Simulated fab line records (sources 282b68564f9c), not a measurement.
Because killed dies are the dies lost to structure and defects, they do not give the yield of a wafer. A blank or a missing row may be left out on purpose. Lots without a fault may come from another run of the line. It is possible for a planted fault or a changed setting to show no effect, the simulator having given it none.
Chamber matching -- flow ritCmos -- RIT_SPACER_ETCHBACK_05 on rieDiel-04 has 4 sister chambers
The step etches Si3N4 in SF6/CHF3, stops on SiO2, target depth 250 nm, time 240 s. 4 wafers are shown with their chamber, then 6 later ones without.

WAFERS, EACH WITH ITS CHAMBER
wafer,chamber,throttleValvePct (%)
L165.4,1,10.36
L165.6,3,10.37
L174.1,2,10.45
L174.2,0,10.10

WAFERS MISSING THEIR CHAMBER
wafer,throttleValvePct (%)
L175.1,10.42
L175.5,10.36
L175.6,10.08
L178.1,10.44
L178.3,10.36
L178.4,10.05

THE CHAMBER EACH PASSED THROUGH
wafer,from the rows above,in truth
L175.1,can't be placed: 2 or 3 or 1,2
L175.5,can't be placed: 1 or 3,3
L175.6,0,0
L178.1,2,2
L178.3,can't be placed: 1 or 3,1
L178.4,0,0
Correctly placed: 3 of 6. Can't be placed from these rows: 3 (the true chamber is among the candidates in 3). Number placed wrongly: 0.
How it was worked out, from the rows above alone: a wafer's distance from a chamber is the root of the sum, over the readings, of the square of ((its reading less the chamber's mean) divided by the reading's scatter). The wafer belongs to the nearest chamber; if the next one is less than 2 further off, it can't be placed. The mean given for a chamber averages the wafers shown for that chamber. The scatter: with one shown wafer a chamber, the root of the mean of the squares of how far each hidden wafer lies from its nearest shown one.
